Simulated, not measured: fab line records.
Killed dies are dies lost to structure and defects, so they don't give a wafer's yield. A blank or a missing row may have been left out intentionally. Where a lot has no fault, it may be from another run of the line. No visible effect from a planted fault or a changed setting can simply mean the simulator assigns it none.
fab line records -- flow berkeley-cmos170
record: lots: 5, wafers: 23
route steps=331 shown M3@310
start-h: the number of hours between the record's first day and the start of the first shown wafer of the lot -- wait-h: time in hours since the lot's previous step -- " unchanged from the row above -- L1.1+2: a single row standing in for several wafers -- - no value, or no start given -- * or withheld: withheld -- < > ~ a bound
route shown NAME@n: a module of which the file shows steps, and the number in the route of the first -- usual: the fault-free wafers' mean and standard deviation -- same: alike in all rows -- chamber/n: place in a boat -- sites: readings site by site -- _std_site: standard deviation of those values -- _edge_site: outer sites' mean less inner sites' -- radius-mm: for every site, how far away it sits from the centre of the wafer -- mask NAME#n: copy n -- behind: the most recent tool/chamber to have shaped the wafer -- hold: why the lot went on hold/how many hours it stayed there/how the hold came to an end -- device: whichever transistor did not switch (one of n, p or np) -- end of line: the route-end tests of the same wafers -- a step without rows: its recipe alone -- killed: the dies lost at the first sort to structure and to defects; this is not the yield of the wafer -- map: shows each die of a wafer: x if killed, . if not, _ if none is there
set.NAME: the setting as run; set.NAME@STEP: as run at that earlier step -- model.NAME: the simulator's own value behind a step, which no gauge read
one table per step and one row per wafer, for lots whose settings were changed on purpose
== steps ==
step: UCB170_M3_SPUTTER_01
recipe: material: Al, target-thk-nm: 900, time-s: 120, power-w: 6000, chamber-pressure-pa: 0.5
lot.wafer,tool,chamber,start-h,wait-h,set.time-s,model.Al_of_M3_SPUTTER_01.thk-nm
L076.1,pvd-sputter-01,-,200.98,0.0,120,882.3
L076.5,pvd-sputter-01,-,200.98,0.0,120,894.3
L076.6,pvd-sputter-01,-,200.98,0.0,120,880
L080.1,pvd-sputter-04,-,229.70,0.0,136.6,1024
L080.2,pvd-sputter-04,-,229.70,0.0,120,896.2
L080.3,pvd-sputter-04,-,229.70,0.0,120,901.2
L080.4,pvd-sputter-04,-,229.70,0.0,120,902.5
L080.5,pvd-sputter-04,-,229.70,0.0,136.6,1030
L082.1,pvd-sputter-03,-,240.41,0.0,120,900.1
L082.2,pvd-sputter-03,-,240.41,0.0,137.1,1023
L082.4,pvd-sputter-03,-,240.41,0.0,120,895.5
L082.5,pvd-sputter-03,-,240.41,0.0,120,896.4
L082.6,pvd-sputter-03,-,240.41,0.0,137.1,1026
L081.2,pvd-sputter-04,-,241.69,0.0,120,907.3
L081.3,pvd-sputter-04,-,241.69,0.0,135.2,1016
L081.4,pvd-sputter-04,-,241.69,0.0,120,906.4
L081.5,pvd-sputter-04,-,241.69,0.0,135.2,1023
L081.6,pvd-sputter-04,-,241.69,0.0,120,908.9
L085.1,pvd-sputter-01,-,265.89,0.0,120,883.6
L085.2,pvd-sputter-01,-,265.89,0.0,120,888.1
L085.4,pvd-sputter-01,-,265.89,0.0,120,889.2
L085.5,pvd-sputter-01,-,265.89,0.0,120,884
L085.6,pvd-sputter-01,-,265.89,0.0,120,897
step: UCB170_M3_RS_MEAS_02
recipe: thk-meas-gauge: four-point-probe, reads: Al_of_M3_SPUTTER_01
usual: M3_AL_RS: 0.0321/0.00034
lot.wafer,tool,chamber,start-h,wait-h,set.time-s@M3_SPUTTER_01,M3_AL_RS[ohm/sq]
L076.1,film-metro-04,-,201.07,0.0,120,0.0328
L076.5,film-metro-04,-,201.07,0.0,120,0.0324
L076.6,film-metro-04,-,201.07,0.0,120,0.0330
L080.1,film-metro-01,-,229.79,0.0,136.6,0.0282
L080.2,film-metro-01,-,229.79,0.0,120,0.0322
L080.3,film-metro-01,-,229.79,0.0,120,0.0321
L080.4,film-metro-01,-,229.79,0.0,120,0.0321
L080.5,film-metro-01,-,229.79,0.0,136.6,0.0281
L082.1,film-metro-01,-,240.50,0.0,120,0.0321
L082.2,film-metro-01,-,240.50,0.0,137.1,0.0282
L082.4,film-metro-01,-,240.50,0.0,120,0.0323
L082.5,film-metro-01,-,240.50,0.0,120,0.0323
L082.6,film-metro-01,-,240.50,0.0,137.1,0.0281
L081.2,film-metro-04,-,241.79,0.1,120,0.0319
L081.3,film-metro-04,-,241.79,0.1,135.2,0.0285
L081.4,film-metro-04,-,241.79,0.1,120,0.0319
L081.5,film-metro-04,-,241.79,0.1,135.2,0.0283
L081.6,film-metro-04,-,241.79,0.1,120,0.0319
L085.1,film-metro-02,-,265.97,0.0,120,0.0328
L085.2,film-metro-02,-,265.97,0.0,120,0.0326
L085.4,film-metro-02,-,265.97,0.0,120,0.0326
L085.5,film-metro-02,-,265.97,0.0,120,0.0327
L085.6,film-metro-02,-,265.97,0.0,120,0.0323
step: UCB170_M3_THK_MEAS_03
recipe: thk-meas-gauge: xrf, reads: Al_of_M3_SPUTTER_01
usual: M3_AL_THK: 918/8.8
lot.wafer,tool,chamber,start-h,wait-h,set.time-s@M3_SPUTTER_01,M3_AL_THK[nm]
L076.1,film-metro-04,-,201.19,0.1,120,901
L076.5,film-metro-04,-,201.19,0.1,120,916
L076.6,film-metro-04,-,201.19,0.1,120,896
L080.1,film-metro-01,-,229.91,0.1,136.6,1037
L080.2,film-metro-01,-,229.91,0.1,120,911
L080.3,film-metro-01,-,229.91,0.1,120,915
L080.4,film-metro-01,-,229.91,0.1,120,913
L080.5,film-metro-01,-,229.91,0.1,136.6,1043
L082.1,film-metro-01,-,240.62,0.1,120,917
L082.2,film-metro-01,-,240.62,0.1,137.1,1041
L082.4,film-metro-01,-,240.62,0.1,120,911
L082.5,film-metro-01,-,240.62,0.1,120,912
L082.6,film-metro-01,-,240.62,0.1,137.1,1041
L081.2,film-metro-04,-,241.90,0.1,120,925
L081.3,film-metro-04,-,241.90,0.1,135.2,1038
L081.4,film-metro-04,-,241.90,0.1,120,920
L081.5,film-metro-04,-,241.90,0.1,135.2,1039
L081.6,film-metro-04,-,241.90,0.1,120,920
L085.1,film-metro-02,-,266.09,0.1,120,905
L085.2,film-metro-02,-,266.09,0.1,120,916
L085.4,film-metro-02,-,266.09,0.1,120,908
L085.5,film-metro-02,-,266.09,0.1,120,903
L085.6,film-metro-02,-,266.09,0.1,120,914
step: UCB170_M3_COAT_10
recipe: resist: KrF, spin-rpm: 1500, resist-thk-nm: 900
lot.wafer,tool,chamber,start-h,wait-h,set.resist-thk-nm,model.KrF_of_M3_COAT_10.thk-nm
L076.1,litho-track-01,0,-,-,900,896.9
L076.5,litho-track-01,0,-,-,900,898
L076.6,litho-track-01,0,-,-,900,897.7
L080.1+5,litho-track-01,0,-,-,900,-
L080.2+3,litho-track-01,0,-,-,900,901.5
L080.4,litho-track-01,0,-,-,900,902.7
L082.1,litho-track-01,0,-,-,900,899.4
L082.2,litho-track-01,0,-,-,900,-
L082.4,litho-track-01,0,-,-,868.1,865.1
L082.5,litho-track-01,0,-,-,900,900.1
L082.6,litho-track-01,0,-,-,868.1,-
L081.2,litho-track-02,0,-,-,900,900.8
L081.3,litho-track-02,0,-,-,918.8,-
L081.4,litho-track-02,0,-,-,918.8,919
L081.5,litho-track-02,0,-,-,900,-
L081.6,litho-track-02,0,-,-,900,900.4
L085.1,litho-track-04,0,-,-,934.3,933.3
L085.2,litho-track-04,0,-,-,900,900
L085.4,litho-track-04,0,-,-,934.3,931.8
L085.5,litho-track-04,0,-,-,900,898.1
L085.6,litho-track-04,0,-,-,934.3,933.9
step: UCB170_M3_SOFTBAKE_11
recipe: resist: KrF, temp-c: 130, time-s: 60
step: UCB170_M3_EXPOSE_12
recipe: mask-id: METAL3, target-cd-nm: 700, na: 0.5, sigma-outer: 0.6, source-shape: conventional, dose-mj: 26
step: UCB170_M3_ETCH_17
recipe: chemistry: N2/H2, target-depth-a: withheld, overetch-a: withheld, target: BARC, time-s: withheld, source-w: 500, bias-w: 100, pressure-mtorr: 30, n2-flow-sccm: 100, h2-flow-sccm: 200
step: UCB170_M3_METAL_ETCH_18
recipe: chemistry: Cl2/BCl3, target: Al, stop-on: SiO2, pressure-mtorr: 12, target-depth-a: 11700, over-etch-frac: 0.3, time-s: 195, icp-w: 600, bias-w: 120, Cl2_flow_sccm: 90, bcl3-flow-sccm: 45
usual: oes-product-au: 0.849/0.0089
lot.wafer,tool,chamber,start-h,wait-h,set.time-s@M3_SPUTTER_01,set.resist-thk-nm@M3_COAT_10,oes-product-au,model.KrF_of_M3_COAT_10.thk-nm
L076.1,rie-metal-02,1,203.23,-,120,900,0.829,203.5
L076.5,rie-metal-02,0,203.23,-,120,900,0.835,208.4
L076.6,rie-metal-02,1,203.23,-,120,900,0.838,203.5
L080.1,rie-metal-03,0,232.40,-,136.6,900,0.910,-
L080.2,rie-metal-03,1,232.40,-,120,900,0.847,229.6
L080.3,rie-metal-03,0,232.40,-,120,900,0.846,214.2
L080.4,rie-metal-03,1,232.40,-,120,900,0.857,230.7
L080.5,rie-metal-03,0,232.40,-,136.6,900,0.911,-
L082.1,rie-metal-04,1,242.74,-,120,900,0.860,197.3
L082.2,rie-metal-04,0,242.74,-,137.1,900,0.896,-
L082.4,rie-metal-04,1,242.74,-,120,868.1,0.854,167.2
L082.5,rie-metal-04,0,242.74,-,120,900,0.832,219.2
L082.6,rie-metal-04,1,242.74,-,137.1,868.1,0.913,-
L081.2,rie-metal-03,0,244.50,-,120,900,0.840,229.8
L081.3,rie-metal-03,0,244.50,-,135.2,918.8,0.910,-
L081.4,rie-metal-03,1,244.50,-,120,918.8,0.861,248.2
L081.5,rie-metal-03,1,244.50,-,135.2,900,0.920,-
L081.6,rie-metal-03,0,244.50,-,120,900,0.848,221.9
L085.1,rie-metal-03,0,268.41,-,120,934.3,0.844,257.9
L085.2,rie-metal-03,1,268.41,-,120,900,0.844,233.6
L085.4,rie-metal-03,0,268.41,-,120,934.3,0.840,249.6
L085.5,rie-metal-03,0,268.41,-,120,900,0.839,215
L085.6,rie-metal-03,1,268.41,-,120,934.3,0.858,264.5
step: UCB170_M3_STRIP_19
recipe: chemistry: O2, power-w: 400, pressure-mtorr: 3500, platen-temp-c: withheld, o2-flow-sccm: 400, overash-fraction: 0.5
usual: oes-product-au: 0.549/0.012
lot.wafer,tool,chamber,start-h,wait-h,set.resist-thk-nm@M3_COAT_10,oes-product-au
L076.1,plasma-asher-03,0,203.42,0.1,900,0.531
L076.5,plasma-asher-03,0,203.42,0.1,900,0.542
L076.6,plasma-asher-03,1,203.42,0.1,900,0.536
L080.1,plasma-asher-03,1,232.59,0.1,900,0.550
L080.2,plasma-asher-03,0,232.59,0.1,900,0.571
L080.3,plasma-asher-03,1,232.59,0.1,900,0.546
L080.4,plasma-asher-03,0,232.59,0.1,900,0.566
L080.5,plasma-asher-03,1,232.59,0.1,900,0.556
L082.1,plasma-asher-03,0,242.92,0.1,900,0.525
L082.2,plasma-asher-03,1,242.92,0.1,900,0.544
L082.4,plasma-asher-03,0,242.92,0.1,868.1,0.493
L082.5,plasma-asher-03,0,242.92,0.1,900,0.549
L082.6,plasma-asher-03,1,242.92,0.1,868.1,0.489
L081.2,plasma-asher-03,0,244.69,0.1,900,0.558
L081.3,plasma-asher-03,0,244.69,0.1,918.8,0.568
L081.4,plasma-asher-03,1,244.69,0.1,918.8,0.571
L081.5,plasma-asher-03,1,244.69,0.1,900,0.567
L081.6,plasma-asher-03,0,244.69,0.1,900,0.555
L085.1,plasma-asher-02,0,268.60,0.1,934.3,0.586
L085.2,plasma-asher-02,1,268.60,0.1,900,0.561
L085.4,plasma-asher-02,1,268.60,0.1,934.3,0.585
L085.5,plasma-asher-02,1,268.60,0.1,900,0.546
L085.6,plasma-asher-02,0,268.60,0.1,934.3,0.599
== key ==
split: step: UCB170_M3_SPUTTER_01, setting: time-s, stated: 120, by: wafer
response: step: UCB170_M3_SPUTTER_01, reading: model.Al_of_M3_SPUTTER_01.thk-nm, change: +8.98, per: 1%, r: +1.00
response: step: UCB170_M3_RS_MEAS_02, reading: M3_AL_RS, change: -0.000284, per: 1%, r: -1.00
response: step: UCB170_M3_THK_MEAS_03, reading: M3_AL_THK, change: +9.11, per: 1%, r: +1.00
response: step: UCB170_M3_METAL_ETCH_18, reading: oes-product-au, change: +0.00443, per: 1%, r: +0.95
split: step: UCB170_M3_COAT_10, setting: resist-thk-nm, stated: 900, by: wafer
response: step: UCB170_M3_COAT_10, reading: model.KrF_of_M3_COAT_10.thk-nm, change: +9.15, per: 1%, r: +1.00
response: step: UCB170_M3_METAL_ETCH_18, reading: model.KrF_of_M3_COAT_10.thk-nm, change: +9.72, per: 1%, r: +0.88
response: step: UCB170_M3_STRIP_19, reading: oes-product-au, change: +0.0105, per: 1%, r: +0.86
